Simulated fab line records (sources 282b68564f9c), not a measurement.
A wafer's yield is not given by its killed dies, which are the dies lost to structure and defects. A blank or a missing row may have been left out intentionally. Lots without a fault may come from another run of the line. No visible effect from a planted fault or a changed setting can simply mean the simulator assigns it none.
A struck lot beside a sound one	flow rit_cmos	21 steps out of a route of 202
Sound: these wafers, L341.1, L341.2, L341.4. Struck: wafers L345.2, L345.3, L345.5. Last of all comes the cause.
For every step that has rows: the tool of each side, followed by ch and its chambers, followed by its first start. Under that, the readings that differ: sound wafers	struck wafers	difference of the means	sigmas: that difference in standard deviations of wafers without a fault.
alike: readings whose means differ by less than 2 such deviations, and words and numbers that are the same on both sides. not compared: withheld readings, readings that some wafer has no value for, bounds like >300 that may hide the same value, and numbers for which the record gives no deviation and whose values overlap.
The two part at a step that has a row with sigmas, a row that says differs or no value, or rows on one side only. Non-overlapping numbers with no deviation appear without sigmas and do not part them. Lack of a reading on every wafer of one side parts them only where that side has two or more wafers.

RIT_PLDD_OVL_MEAS_06:
  sound on overlay-01, day 4 18:06; struck on overlay-02, day 5 08:25
  alike: PLDD_OVL
then, 2 steps without rows for these wafers: RIT_PLDD_HARDBAKE_07 (time 60 s); RIT_PLDD_IMPLANT_08.
RIT_PLDD_STRIP_09: strips in O2, time 180 s.
  sound on plasma_asher-03 ch 0,1, day 4 18:31; struck on plasma_asher-04 ch 0, day 5 08:44
  alike: chamber_pressure_mTorr, drypump_motor_current_A
  not compared: rf_hours_counter_h
RIT_PLDD_TW_MEAS_10:
  sound on film_metro-02, day 4 18:42; struck on film_metro-01, day 5 08:56
  alike: PLDD_TW
then, 4 steps without rows for these wafers: RIT_SPACER_CLEAN_00 (cleans in SC1, time 600 s); RIT_SPACER_CLEAN_01 (cleans in dHF, time 30 s); RIT_SPACER_CLEAN_02 (cleans in SC2, time 600 s); RIT_SPACER_CVD_03 (deposits Si3N4 from SiH2Cl2/NH3, target thk 250 nm, time 3300 s).
RIT_SPACER_THK_MEAS_04:
  sound on film_metro-04, day 4 21:02; struck on film_metro-04, day 5 11:16
  alike: SPACER_NITRIDE_THK
RIT_SPACER_ETCHBACK_05: etches Si3N4 in SF6/CHF3, stops on SiO2, target depth 250 nm, time 240 s.
  sound on rie_diel-04 ch 0,2,3, day 4 21:06; struck on rie_diel-03 ch 0,2,3, day 5 11:19
  alike: chamber_pressure_mTorr, drypump_motor_current_A, oes_product_au, throttle_valve_pct
  not compared: rf_hours_counter_h
then, 1 step without rows for these wafers: RIT_NSD_HMDS_00 (prime time 60 s).
RIT_NSD_COAT_01: resist thk 1000 nm.
  sound on litho_track-04 ch 0, day 4 21:24; struck on litho_track-04 ch 0, day 5 11:38
reading	sound	struck	difference	sigmas
spin_speed_rpm (rpm)	3247.6 3247.1 3246.5	3085.8 3083.6 3082.5	-163.1	-74
model.NOVOLAK_of_NSD_COAT_01.thk_nm (nm)	1002 1000 1000	1021 1024 1022	+22	
  alike: chill_plate_temp_C, dispense_pressure_kPa, exhaust_pa, resist_line_temp_C
then, 4 steps without rows for these wafers: RIT_NSD_SOFTBAKE_02 (time 60 s); RIT_NSD_EXPOSE_03 (exposes mask M9, target cd 40700 nm); RIT_NSD_PEB_04; RIT_NSD_DEVELOP_05 (develop time 50 s).
RIT_NSD_OVL_MEAS_06:
  sound on overlay-01, day 4 22:06; struck on overlay-02, day 5 12:31
  alike: NSD_OVL
RIT_NSD_HARDBAKE_07: time 60 s.
  sound on litho_track-04 ch 0, day 4 22:08; struck on litho_track-02 ch 0, day 5 12:35
reading	sound	struck	difference	sigmas
model.NOVOLAK_of_NSD_COAT_01.thk_nm (nm)	885.6 883.9 883.7	902.5 904.7 902.8	+18.9	
  alike: chill_plate_temp_C, exhaust_pa, heater_power_total_W, resist_line_temp_C
after that, 1 step had no rows for these wafers: RIT_NSD_IMPLANT_08.
RIT_M1_PROBE_99:
  sound on prober-01, day 5 08:12; struck on prober-01, day 5 22:35
  alike: killed_at_front_end, killed_dies, killed_open, killed_short

== WHERE THEY PART ==
Only at RIT_NSD_COAT_01, within this record. Later steps at which nothing parts them and some readings are alike: RIT_NSD_OVL_MEAS_06, RIT_NSD_HARDBAKE_07, RIT_M1_PROBE_99.

WHY: whatever the simulator had introduced
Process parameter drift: litho_track-04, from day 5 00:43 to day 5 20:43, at RIT_NSD_COAT_01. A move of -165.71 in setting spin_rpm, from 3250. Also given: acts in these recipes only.
